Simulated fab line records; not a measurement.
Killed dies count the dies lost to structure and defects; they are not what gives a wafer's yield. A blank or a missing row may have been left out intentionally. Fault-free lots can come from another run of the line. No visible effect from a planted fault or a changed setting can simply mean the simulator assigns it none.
Split-lot study	flow rit-cmos	5 lots, 23 wafers read, on a route of 202 steps

## ON THE SPLIT
At RIT_NLDD_COAT_01 (resist thk 1000 nm), the setting resist-thk-nm was moved away from the recipe's 1000 nm on 5 of the 23 wafers read, by +3.5% to +5.7%. All remaining wafers had this setting at the recipe value.

## FROM THE SPLIT TO THE READING: what the file shows between them, 3 steps
- RIT_NLDD_SOFTBAKE_02: time 60 s
- RIT_NLDD_EXPOSE_03: exposes mask M7, target cd 40700 nm
- RIT_NLDD_DEVELOP_05: develop time 50 s

## THE READING
NOVOLAK_of_NLDD_COAT_01.thk-nm (the simulator's own value, which no gauge read), in nm, at RIT_NLDD_HARDBAKE_07 (time 60 s). There is no usual value for it anywhere in the file. Across the 18 wafers here that went through the recipe, the average is 880.9 nm and the standard deviation 1.6 nm.

wafer	tool, chamber at the split	resist-thk-nm as run, nm	against the recipe	NOVOLAK_of_NLDD_COAT_01.thk-nm, nm	against lot-mates on the recipe
L076.1	litho-track-03, 0	1000	recipe	884.1	-
L076.3	litho-track-03, 0	1000	recipe	883.6	-
L076.6	litho-track-03, 0	1000	recipe	883.5	-
L078.1	litho-track-01, 0	1057	+5.7%	927	+47.7
L078.2	litho-track-01, 0	1000	recipe	880	-
L078.3	litho-track-01, 0	1057	+5.7%	931.1	+51.8
L078.4	litho-track-01, 0	1000	recipe	879.7	-
L078.5	litho-track-01, 0	1000	recipe	878.1	-
L080.2	litho-track-01, 0	1000	recipe	880.9	-
L080.4	litho-track-01, 0	1000	recipe	880.9	-
L080.3	litho-track-01, 0	1035	+3.5%	912.9	+32.0
L080.5	litho-track-01, 0	1035	+3.5%	912.4	+31.5
L080.6	litho-track-01, 0	1035	+3.5%	911.8	+30.9
L082.1	litho-track-01, 0	1000	recipe	881.5	-
L082.2	litho-track-01, 0	1000	recipe	882.2	-
L082.4	litho-track-01, 0	1000	recipe	879.3	-
L082.5	litho-track-01, 0	1000	recipe	881.3	-
L082.6	litho-track-01, 0	1000	recipe	880.3	-
L084.1	litho-track-01, 0	1000	recipe	881.1	-
L084.3	litho-track-01, 0	1000	recipe	880	-
L084.4	litho-track-01, 0	1000	recipe	879.4	-
L084.5	litho-track-01, 0	1000	recipe	881.7	-
L084.6	litho-track-01, 0	1000	recipe	879.2	-

FIT RESULTS
A straight line over all 23 wafers: NOVOLAK_of_NLDD_COAT_01.thk-nm changes by +8.62 nm for each +1% of resist-thk-nm; r = +0.99; the points scatter about the line by 1.7 nm.
The same after taking each lot's own level away (the mean of its wafers on the recipe; 23 wafers): +8.82 nm for each +1%; r = +1.00; scatter 1 nm.
Per that fit: largest resist-thk-nm move, reading shift of 50 nm.
The lots' own levels span 879.27 to 883.73 nm, that is 2.8 times the standard deviation above.
So the lot-to-lot level changes the slope little: the two slopes agree.
Check: +51.5 nm against its lot-mates is what the line predicts for one of the wafers moved furthest among these (+5.7%) when that wafer is left out of the fit. It came out at +47.7 nm against them.

## FURTHER SPLITS ON THESE WAFERS
These wafers also went through other splits before the reading. Each is held against what the fit with the lots' levels taken away leaves over:
other split on the same wafers	wafers away from the commonest value	r with NOVOLAK_of_NLDD_COAT_01.thk-nm (lot level and that fit taken away)
RIT_GATE_ETCH_19 over-etch-frac	11	-0.08

## THE WHOLE CHAIN: every reading that the file lists as answering this split, in the file's order
step	what it does	reading	change (the file's fit)	r (the file's)
RIT_NLDD_COAT_01	resist thk 1000 nm	NOVOLAK_of_NLDD_COAT_01.thk-nm (the simulator's own value, which no gauge read)	+10.1 nm for each +1% of the setting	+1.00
RIT_NLDD_HARDBAKE_07	time 60 s	NOVOLAK_of_NLDD_COAT_01.thk-nm (the simulator's own value, which no gauge read)	+8.8 nm for each +1% of the setting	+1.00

## FILE'S OWN FIT
NOVOLAK_of_NLDD_COAT_01.thk-nm changes by +8.8 nm for each +1% of resist-thk-nm, r = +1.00.
